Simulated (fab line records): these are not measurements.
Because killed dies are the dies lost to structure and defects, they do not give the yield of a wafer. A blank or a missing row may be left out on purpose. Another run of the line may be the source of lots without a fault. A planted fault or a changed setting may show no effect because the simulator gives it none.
Tool commonality check + flow rit cmos + Sample size 13 lots and 39 wafers

== REASON FOR OPENING ==
1 of 13 lots carry a flag on the reading M1_AL_RS at RIT_M1_RS_MEAS_01. Fault-free wafers read 0.0737 ohm/sq, with a standard deviation of 0.00071.
Rule: a lot is flagged when every wafer of it that has a number lies more than 4 standard deviations from that mean, or none has a number. The other lots count as sound.

| lot  | measured    | on            | M1_AL_RS (ohm/sq), wafer by wafer | flag    |
|------|-------------|---------------|-----------------------------------|---------|
| L441 | day 3 06:46 | film metro-03 | 0.0737 0.0751 0.0739              |         |
| L442 | day 3 12:34 | film metro-03 | 0.0744 0.0739 0.0744              |         |
| L443 | day 3 18:50 | film metro-03 | 0.0742 0.0734 0.0742              |         |
| L444 | day 3 23:35 | film metro-02 | 0.0747 0.0742 0.0753              |         |
| L446 | day 4 08:00 | film metro-02 | 0.0727 0.0723 0.0731              |         |
| L447 | day 4 13:18 | film metro-02 | 0.0731 0.0731 0.0735              |         |
| L449 | day 4 23:01 | film metro-03 | 0.0737 0.0737 0.0736              |         |
| L451 | day 5 08:16 | film metro-02 | 0.0734 0.0731 0.0732              |         |
| L455 | day 6 06:05 | film metro-02 | 0.0867 0.0877 0.0869              | FLAGGED |
| L456 | day 6 12:26 | film metro-02 | 0.0745 0.0736 0.0743              |         |
| L460 | day 7 04:44 | film metro-04 | 0.0734 0.0736 0.0740              |         |
| L462 | day 7 16:25 | film metro-03 | 0.0726 0.0731 0.0729              |         |
| L463 | day 8 00:34 | film metro-03 | 0.0736 0.0734 0.0730              |         |
The numbers of the flagged lots are 0.0871 ohm/sq on average: +0.0134 ohm/sq against the usual, or +19 standard deviations.

== TOOL THAT RAN EACH LOT ==
The record keeps 1 process step preceding the reading, out of 202 steps on the route. Cell contents, in order: the tool; ch with the chambers the sampled wafers went through; the start.
| lot  | flag    | RIT_M1_SPUTTER_00           |
|------|---------|-----------------------------|
| L441 |         | pvd sputter-03, day 3 06:25 |
| L442 |         | pvd sputter-04, day 3 12:16 |
| L443 |         | pvd sputter-03, day 3 18:29 |
| L444 |         | pvd sputter-03, day 3 23:17 |
| L446 |         | pvd sputter-03, day 4 07:41 |
| L447 |         | pvd sputter-04, day 4 12:58 |
| L449 |         | pvd sputter-04, day 4 22:44 |
| L451 |         | pvd sputter-04, day 5 07:56 |
| L455 | FLAGGED | pvd sputter-04, day 6 05:47 |
| L456 |         | pvd sputter-03, day 6 12:08 |
| L460 |         | pvd sputter-03, day 7 04:25 |
| L462 |         | pvd sputter-02, day 7 16:04 |
| L463 |         | pvd sputter-03, day 8 00:16 |
What the steps here do:
- RIT_M1_SPUTTER_00: material Al, target thk 400 nm, time 500 s.
- RIT_M1_RS_MEAS_01: measures by four-point-probe.

== FLAGGED OVER TOTAL, TOOL BY TOOL (the gauges that took the reading come last) ==
| step              | tool           | lots run | flagged | share of the flagged lots | sound lots run after its first flagged lot |
|-------------------|----------------|----------|---------|---------------------------|--------------------------------------------|
| RIT_M1_SPUTTER_00 | pvd sputter-02 | 1        | 0       | none                      | -                                          |
| RIT_M1_SPUTTER_00 | pvd sputter-03 | 7        | 0       | none                      | -                                          |
| RIT_M1_SPUTTER_00 | pvd sputter-04 | 5        | 1       | all                       | 0                                          |
| RIT_M1_RS_MEAS_01 | film metro-02  | 6        | 1       | all                       | 1 (L456)                                   |
| RIT_M1_RS_MEAS_01 | film metro-03  | 6        | 0       | none                      | -                                          |
| RIT_M1_RS_MEAS_01 | film metro-04  | 1        | 0       | none                      | -                                          |

== THE TABLE: WHAT IT ALLOWS ==
2 rows of the table ran every flagged lot: pvd sputter-04 at RIT_M1_SPUTTER_00, film metro-02 at RIT_M1_RS_MEAS_01.
- pvd sputter-04 at RIT_M1_SPUTTER_00: 1 of its 5 lots flagged. A fault beginning between L451 (day 5 07:56), its last sound lot, and L455 (day 6 05:47), its first flagged one, fits the data.
- film metro-02 at RIT_M1_RS_MEAS_01: 1 of its 6 lots flagged. Sound lots ran on it after the first flagged one (L456), which a lasting fault on the whole tool wouldn't allow.
Left over: one tool, pvd sputter-04 at RIT_M1_SPUTTER_00.

== WHAT WAS PUT IN BY THE SIMULATOR ==
Site profile drift: pvd sputter-04, from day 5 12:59 on, at RIT_M1_SPUTTER_00. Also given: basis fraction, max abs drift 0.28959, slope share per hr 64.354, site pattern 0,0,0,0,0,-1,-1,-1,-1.
Lots struck among those shown: L455. The rule above reached the same finding.
